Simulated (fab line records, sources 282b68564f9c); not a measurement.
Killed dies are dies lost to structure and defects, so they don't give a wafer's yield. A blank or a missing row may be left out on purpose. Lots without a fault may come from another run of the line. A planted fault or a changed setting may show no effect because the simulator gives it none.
Which tool did it? | flow rit_cmos | 15 lots, 45 wafers sampled, at 3 steps of a route of 202

WHAT THE GAUGES READ, wafer by wafer
RIT_ACTIVE_CD_MEAS_90: target cd 1400 nm.
lot  | measured    | on        | cd_nm (nm)
L337 | day 1 15:11 | cd_sem-02 | 1401.7 1402.7 1401.5
L338 | day 1 20:04 | cd_sem-02 | 1398.6 1400.7 1399.5
L340 | day 2 06:09 | cd_sem-02 | 1402.1 1404.5 1402.6
L342 | day 2 16:08 | cd_sem-01 | 1401.7 1402.2 1402.3
L344 | day 3 02:42 | cd_sem-01 | 1398.6 1398.2 1399.5
L346 | day 3 12:25 | cd_sem-02 | 1401.0 1403.6 1402.1
L347 | day 3 17:10 | cd_sem-02 | - - -
L348 | day 3 22:05 | cd_sem-01 | - - -
L349 | day 4 03:04 | cd_sem-02 | - - -
L354 | day 5 04:12 | cd_sem-01 | 1398.4 1400.8 1399.1
L355 | day 5 09:46 | cd_sem-01 | 1396.7 1397.0 1397.3
L356 | day 5 14:12 | cd_sem-01 | 1400.8 1399.4 1401.8
L357 | day 5 19:10 | cd_sem-01 | 1399.2 1400.6 1398.6
L358 | day 6 00:08 | cd_sem-01 | 1402.3 1403.2 1402.5
L360 | day 6 10:13 | cd_sem-02 | 1396.5 1399.9 1398.1

RIT_FOX2_THK_MEAS_90.
lot  | measured    | on            | FIELD_OXIDE_LEFT_1_THK (nm)
L337 | day 1 19:36 | film_metro-02 | 321 317 314
L338 | day 2 00:13 | film_metro-01 | 329 333 328
L340 | day 2 10:38 | film_metro-02 | 337 332 337
L342 | day 2 20:28 | film_metro-01 | 321 316 324
L344 | day 3 06:53 | film_metro-03 | 320 325 319
L346 | day 3 17:30 | film_metro-02 | 326 323 322
L347 | day 3 21:19 | film_metro-03 | 325 327 326
L348 | day 4 02:15 | film_metro-02 | 325 332 335
L349 | day 4 07:20 | film_metro-03 | 328 321 320
L354 | day 5 09:42 | film_metro-02 | 329 324 326
L355 | day 5 13:59 | film_metro-02 | 325 325 326
L356 | day 5 18:26 | film_metro-01 | 321 329 321
L357 | day 5 23:19 | film_metro-01 | 328 320 323
L358 | day 6 04:52 | film_metro-01 | 336 335 338
L360 | day 6 14:23 | film_metro-01 | 321 326 321

WHICH TOOL RAN EACH LOT (tool, then ch and the chambers of the sampled wafers, then the start)
lot  | RIT_ACTIVE_EXPOSE_08
L337 | iline_stepper-01 ch 0, day 1 14:12
L338 | iline_stepper-01 ch 0, day 1 19:05
L340 | iline_stepper-02 ch 0, day 2 05:10
L342 | iline_stepper-02 ch 0, day 2 15:10
L344 | iline_stepper-02 ch 0, day 3 01:43
L346 | iline_stepper-01 ch 0, day 3 11:26
L347 | iline_stepper-02, day 3 16:11
L348 | iline_stepper-02, day 3 21:05
L349 | iline_stepper-02, day 4 02:05
L354 | iline_stepper-02 ch 0, day 5 03:13
L355 | iline_stepper-02 ch 0, day 5 08:47
L356 | iline_stepper-01 ch 0, day 5 13:13
L357 | iline_stepper-02 ch 0, day 5 18:11
L358 | iline_stepper-01 ch 0, day 5 23:10
L360 | iline_stepper-02 ch 0, day 6 09:14
- RIT_ACTIVE_EXPOSE_08: exposes mask M1, target cd 1400 nm.

WHAT THE TOOLS THEMSELVES READ (means of the sampled wafers that have a number; where no wafer has one, the mark that the record gives instead)
RIT_ACTIVE_EXPOSE_08.
lot  | tool             | exposure_dose_mJ_cm2 | focus_offset_nm (nm)
L337 | iline_stepper-01 | 225.02               | -0.3
L338 | iline_stepper-01 | 225.35               | 0.3
L340 | iline_stepper-02 | 225.06               | -1.0
L342 | iline_stepper-02 | 225.03               | 0.0
L344 | iline_stepper-02 | 224.96               | 0.5
L346 | iline_stepper-01 | 224.90               | -0.5
L347 | iline_stepper-02 | -                    | -
L348 | iline_stepper-02 | -                    | -
L349 | iline_stepper-02 | -                    | -
L354 | iline_stepper-02 | 224.95               | 0.6
L355 | iline_stepper-02 | 224.71               | 0.3
L356 | iline_stepper-01 | 224.95               | 0.0
L357 | iline_stepper-02 | 224.74               | -0.2
L358 | iline_stepper-01 | 225.08               | 0.1
L360 | iline_stepper-02 | 224.91               | 0.8

THE ANSWER, worked out from the rows above alone
Rule: what is usual is taken from the lots themselves. Put in order of their means at a reading, lots are off if they are a third of the lots or fewer, leave a main group of 4 or more, and stand apart from it by a gap of 3 or more times the standard deviation of the main group's means; of several such gaps the widest counts. A main group whose means are all the same, to the digits that the tables above print for the reading, isn't used. A lot without any number at a reading at which 4 lots or more have one is off too. The other lots that the step has rows for count as sound. The gauges are gone through in route order, then the tools' own readings, and for those a lot's mean is taken as printed above. The first step at which some lot is off is used, and at that step the reading that is off furthest; a lot without a number counts as furthest.
Off: L347, L348, L349, at RIT_ACTIVE_CD_MEAS_90 (cd_nm). Without a number there: L347, L348, L349. The main group: mean 1400.4 nm, standard deviation 1.9.
A tool fits if, at a process step before that reading, it ran every lot that is off, and no sound lot after the first of them. The gauges at RIT_ACTIVE_CD_MEAS_90 aren't tried: what is off there is off at RIT_ACTIVE_EXPOSE_08 too, on other tools, and a gauge's error can't cause that. None of those tried fits.

WHAT THE SIMULATOR HAD PUT IN
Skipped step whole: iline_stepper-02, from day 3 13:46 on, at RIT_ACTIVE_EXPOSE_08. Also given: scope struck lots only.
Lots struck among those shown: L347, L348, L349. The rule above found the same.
